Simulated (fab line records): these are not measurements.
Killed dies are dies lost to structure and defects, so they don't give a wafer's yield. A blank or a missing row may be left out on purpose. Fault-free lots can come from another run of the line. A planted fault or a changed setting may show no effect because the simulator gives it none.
Which of the tools did it? + flow berkeleyCmos170 + Sampling: 15 lots, 45 wafers, 3 of 331 route steps

## WHAT THE GAUGES SHOWED, per wafer
UCB170_NSD_CD_MEAS_06 targets a cd of 1200 nm.
| lot  | measured     | on       | cdNm (nm)            |
|------|--------------|----------|----------------------|
| L747 | day 7 07:11  | cdSem-01 | 1201.1 1199.7 1199.8 |
| L750 | day 7 15:55  | cdSem-02 | 1201.3 1201.1 1198.7 |
| L749 | day 7 16:08  | cdSem-02 | 1199.7 1198.8 1199.2 |
| L751 | day 8 12:27  | cdSem-02 | 1202.1 1200.9 1201.2 |
| L754 | day 8 23:14  | cdSem-02 | 1199.1 1200.3 1199.2 |
| L755 | day 8 22:50  | cdSem-02 | 1201.4 1201.2 1200.6 |
| L758 | day 10 02:59 | cdSem-02 | 1200.0 1199.1 1199.6 |
| L760 | day 10 02:19 | cdSem-02 | 1198.4 1198.5 1200.0 |
| L761 | day 10 02:42 | cdSem-01 | 1200.9 1200.5 1199.2 |
| L762 | day 10 02:05 | cdSem-01 | 1198.9 1199.6 1200.7 |
| L763 | day 10 02:23 | cdSem-01 | 1199.9 1200.0 1200.2 |
| L767 | day 11 15:43 | cdSem-02 | 1198.1 1200.1 1199.7 |
| L768 | day 11 15:49 | cdSem-01 | 1202.0 1200.7 1201.8 |
| L769 | day 11 16:03 | cdSem-02 | 1200.4 1198.8 1198.6 |
| L770 | day 11 22:51 | cdSem-02 | 1199.7 1201.1 1201.2 |

## WHICH TOOL RAN EACH LOT (tool, then ch and the chambers of the sampled wafers, then the start)
| lot  | UCB170_NWELL_ETCH_13             | UCB170_NLDD_DEVELOP_05           |
|------|----------------------------------|----------------------------------|
| L747 | rieDiel-01 ch 0,1,2, day 2 10:52 | lithoTrack-03 ch 0, day 6 21:00  |
| L750 | rieDiel-02 ch 0,1,2, day 2 20:15 | lithoTrack-03 ch 0, day 7 07:00  |
| L749 | rieDiel-03 ch 0,1,3, day 2 23:43 | lithoTrack-04 ch 0, day 7 06:00  |
| L751 | rieDiel-02 ch 0,2,3, day 3 13:32 | lithoTrack-04 ch 0, day 8 02:00  |
| L754 | rieDiel-01 ch 0,1, day 4 04:59   | lithoTrack-04 ch 0, day 8 13:00  |
| L755 | rieDiel-02 ch 0,1,2, day 4 05:15 | lithoTrack-01 ch 0, day 8 13:00  |
| L758 | rieDiel-02 ch 1,2,3, day 5 00:32 | lithoTrack-04 ch 0, day 9 17:00  |
| L760 | rieDiel-01 ch 1,3, day 5 05:06   | lithoTrack-01 ch 0, day 9 16:00  |
| L761 | rieDiel-02 ch 0,2,3, day 5 05:17 | lithoTrack-03 ch 0, day 9 16:00  |
| L762 | rieDiel-01 ch 2,3, day 5 05:25   | lithoTrack-01 ch 0, day 9 16:00  |
| L763 | rieDiel-01 ch 1,2, day 5 15:16   | lithoTrack-01 ch 0, day 9 14:00  |
| L767 | rieDiel-01 ch 1,2, day 6 16:04   | lithoTrack-01, day 11 03:00      |
| L768 | rieDiel-01 ch 1,2,3, day 6 18:32 | lithoTrack-04, day 11 04:00      |
| L769 | rieDiel-03 ch 1,2, day 6 18:55   | lithoTrack-03, day 11 04:00      |
| L770 | rieDiel-02 ch 0,1, day 7 01:42   | lithoTrack-03 ch 0, day 11 10:00 |
- UCB170_NWELL_ETCH_13: etches Si3N4 in CH3F/Ar/O2, stops on SiO2, target depth 246.4 nm, time 154 s.
- UCB170_NLDD_DEVELOP_05: develop time 45 s.

## WHAT THE TOOLS THEMSELVES READ (means of the sampled wafers that have a number; where no wafer has one, the mark that the record gives instead)
UCB170_NWELL_ETCH_13.
| lot  | tool       | drypumpMotorCurrentA (A) | oesProductAu (a.u.) | throttleValvePct (%) |
|------|------------|--------------------------|---------------------|----------------------|
| L747 | rieDiel-01 | 6.0                      | 0.933               | 7.98                 |
| L750 | rieDiel-02 | 5.8                      | 0.947               | 8.02                 |
| L749 | rieDiel-03 | 5.7                      | 0.937               | 7.99                 |
| L751 | rieDiel-02 | 5.8                      | 0.943               | 8.00                 |
| L754 | rieDiel-01 | 6.1                      | 0.923               | 8.03                 |
| L755 | rieDiel-02 | 5.8                      | 0.941               | 8.01                 |
| L758 | rieDiel-02 | 5.5                      | 0.944               | 8.05                 |
| L760 | rieDiel-01 | 5.5                      | 0.931               | 7.96                 |
| L761 | rieDiel-02 | 5.8                      | 0.941               | 7.99                 |
| L762 | rieDiel-01 | 6.0                      | 0.915               | 8.05                 |
| L763 | rieDiel-01 | 5.8                      | 0.921               | 7.92                 |
| L767 | rieDiel-01 | 5.6                      | 0.940               | 7.91                 |
| L768 | rieDiel-01 | 5.7                      | 0.926               | 7.99                 |
| L769 | rieDiel-03 | 6.2                      | 0.927               | 7.88                 |
| L770 | rieDiel-02 | 5.8                      | 0.941               | 7.96                 |

UCB170_NLDD_DEVELOP_05.
| lot  | tool          | chillPlateTempC (C) | resistLineTempC (C) |
|------|---------------|---------------------|---------------------|
| L747 | lithoTrack-03 | 23.22               | 23.10               |
| L750 | lithoTrack-03 | 22.95               | 23.02               |
| L749 | lithoTrack-04 | 23.04               | 23.00               |
| L751 | lithoTrack-04 | 23.02               | 23.02               |
| L754 | lithoTrack-04 | 23.05               | 22.93               |
| L755 | lithoTrack-01 | 23.07               | 22.95               |
| L758 | lithoTrack-04 | 23.08               | 22.97               |
| L760 | lithoTrack-01 | 22.98               | 22.97               |
| L761 | lithoTrack-03 | 22.94               | 23.07               |
| L762 | lithoTrack-01 | 23.12               | 22.98               |
| L763 | lithoTrack-01 | 23.06               | 22.90               |
| L767 | lithoTrack-01 | -                   | -                   |
| L768 | lithoTrack-04 | -                   | -                   |
| L769 | lithoTrack-03 | -                   | -                   |
| L770 | lithoTrack-03 | 22.99               | 22.97               |

## THE ANSWER, worked out from the rows above alone
Rule: usual is defined by the lots themselves. Put in order of their means at a reading, lots are off if they are a third of the lots or fewer, leave a main group of 4 or more, and stand apart from it by a gap of 3 or more times the standard deviation of the main group's means; of several such gaps the widest counts. Not used: any main group whose means are identical at the precision the tables above print for the reading. Also off: a lot with no number at a reading for which 4 or more lots have one. The other lots that the step has rows for count as sound. The gauges are gone through in route order, then the tools' own readings, and for those a lot's mean is taken as printed above. At the first step where some lot is off, the reading lying furthest off is the one used; lots without a number count as furthest.
Off, at UCB170_NLDD_DEVELOP_05 on chillPlateTempC: L767, L768, L769. Without a number there: L767, L768, L769. The main group: mean 23.04 C, standard deviation 0.074.
A tool fits if, at that step or a process step before it, it ran every lot that is off, and no sound lot after the first of them. No candidate that was tried fits.

## WHAT WAS PUT IN BY THE SIMULATOR
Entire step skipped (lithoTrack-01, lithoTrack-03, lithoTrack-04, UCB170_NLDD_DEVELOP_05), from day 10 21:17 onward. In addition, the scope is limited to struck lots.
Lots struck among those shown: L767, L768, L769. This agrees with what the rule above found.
